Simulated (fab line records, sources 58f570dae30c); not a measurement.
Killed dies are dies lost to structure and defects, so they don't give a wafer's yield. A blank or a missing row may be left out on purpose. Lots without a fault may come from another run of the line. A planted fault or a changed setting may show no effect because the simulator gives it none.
A struck lot beside a sound one | flow berkeley_cmos170 | 16 steps out of a route of 331
Sound: wafers L880.1, L880.2, L880.6. Struck: wafers L883.1, L883.2, L883.3. The cause comes at the end.
At each step with rows: each side's tool, then ch and its chambers, then its first start. Under that, the readings that differ: sound wafers | struck wafers | difference of the means | sigmas: that difference in standard deviations of wafers without a fault.
alike: readings whose means differ by less than 2 such deviations, and words and numbers that are the same on both sides. not compared: withheld readings, readings that some wafer has no value for, bounds like >300 that may hide the same value, and numbers for which the record gives no deviation and whose values overlap.
The two part at a step that has a row with sigmas, a row that says differs or no value, or rows on one side only. Numbers that don't overlap but have no deviation are shown without sigmas and don't part them. A reading that every wafer of one side lacks parts them only if that side has two wafers or more.

UCB170_M1_SPUTTER_00: material Al, target thk 600 nm, time 80 s.
  sound on pvd_sputter-04, day 7 15:10; struck on pvd_sputter-02, day 8 06:59
  alike: throttle_valve_pct
UCB170_M1_RS_MEAS_01: measures by four-point-probe.
  sound on film_metro-01, day 7 15:14; struck on film_metro-01, day 8 07:03
  alike: M1_AL_RS
UCB170_M1_THK_MEAS_02: measures by xrf.
  sound on film_metro-01, day 7 15:22; struck on film_metro-01, day 8 07:10
  alike: M1_AL_THK
then, 6 steps without rows for these wafers: UCB170_M1_COAT_03; UCB170_M1_COAT_04 (resist thk 900 nm); UCB170_M1_SOFTBAKE_05 (time 60 s); UCB170_M1_EXPOSE_06 (exposes mask METAL1, target cd 700 nm); UCB170_M1_PEB_07; UCB170_M1_DEVELOP_08 (develop time 45 s).
UCB170_M1_CD_MEAS_09: target cd 700 nm.
  sound on cd_sem-02, day 7 17:31; struck on cd_sem-01, day 8 08:46
  alike: cd_nm
UCB170_M1_OVL_MEAS_10:
  sound on overlay-01, day 7 17:38; struck on overlay-01, day 8 08:53
  alike: M1_OVL
UCB170_M1_ETCH_11: etches BARC in N2/H2.
  sound on rie_diel-01 ch 1,2, day 7 17:41; struck on rie_diel-04 ch 0,1,3, day 8 08:55
  alike: bias_w, chamber_pressure_mTorr, drypump_motor_current_A, oes_product_au, throttle_valve_pct
UCB170_M1_METAL_ETCH_12: etches Al in Cl2/BCl3, stops on PSG, target depth 780 nm, time 130 s.
  sound on rie_metal-02 ch 0,1, day 7 17:43; struck on rie_metal-01 ch 0, day 8 08:57
  no value came back on the struck wafers for any of 5 readings (bcl3_flow_sccm (sccm), bias_w (W) and others); on the sound wafers bcl3_flow_sccm (sccm) reads 45.00 44.86 44.88
  reading                                 | sound             | struck            | difference | sigmas
  model.KrF_of_M1_COAT_04.thk_nm (nm)     | 443.6 437.8 442.1 | 877.1 878.5 876.4 | +436.2     |
  model.PSG_of_CONTACT_CVD_01.thk_nm (nm) | 655 652.8 649.4   | 688.9 692.2 684.1 | +36.0      |
  not compared: rf_hours_counter_h
UCB170_M1_STRIP_13: strips in O2.
  sound on plasma_asher-02 ch 0,1, day 7 17:51; struck on plasma_asher-01 ch 0,1, day 8 09:13
  alike: drypump_motor_current_A, oes_product_au
  not compared: rf_hours_counter_h
UCB170_M1_CD_MEAS_90: target cd 700 nm.
  sound on cd_sem-02, day 7 17:57; struck on cd_sem-01, day 8 09:19
  reading    | sound             | struck | difference                    | sigmas
  cd_nm (nm) | 702.9 703.7 704.3 | - - -  | no value on the struck wafers |
then, 1 step without rows for these wafers: UCB170_M1_ANNEAL_14 (time 1200 s).

WHERE THEY PART
First at UCB170_M1_METAL_ETCH_12; last, within this record, at UCB170_M1_CD_MEAS_90.

WHY: what the simulator had put in
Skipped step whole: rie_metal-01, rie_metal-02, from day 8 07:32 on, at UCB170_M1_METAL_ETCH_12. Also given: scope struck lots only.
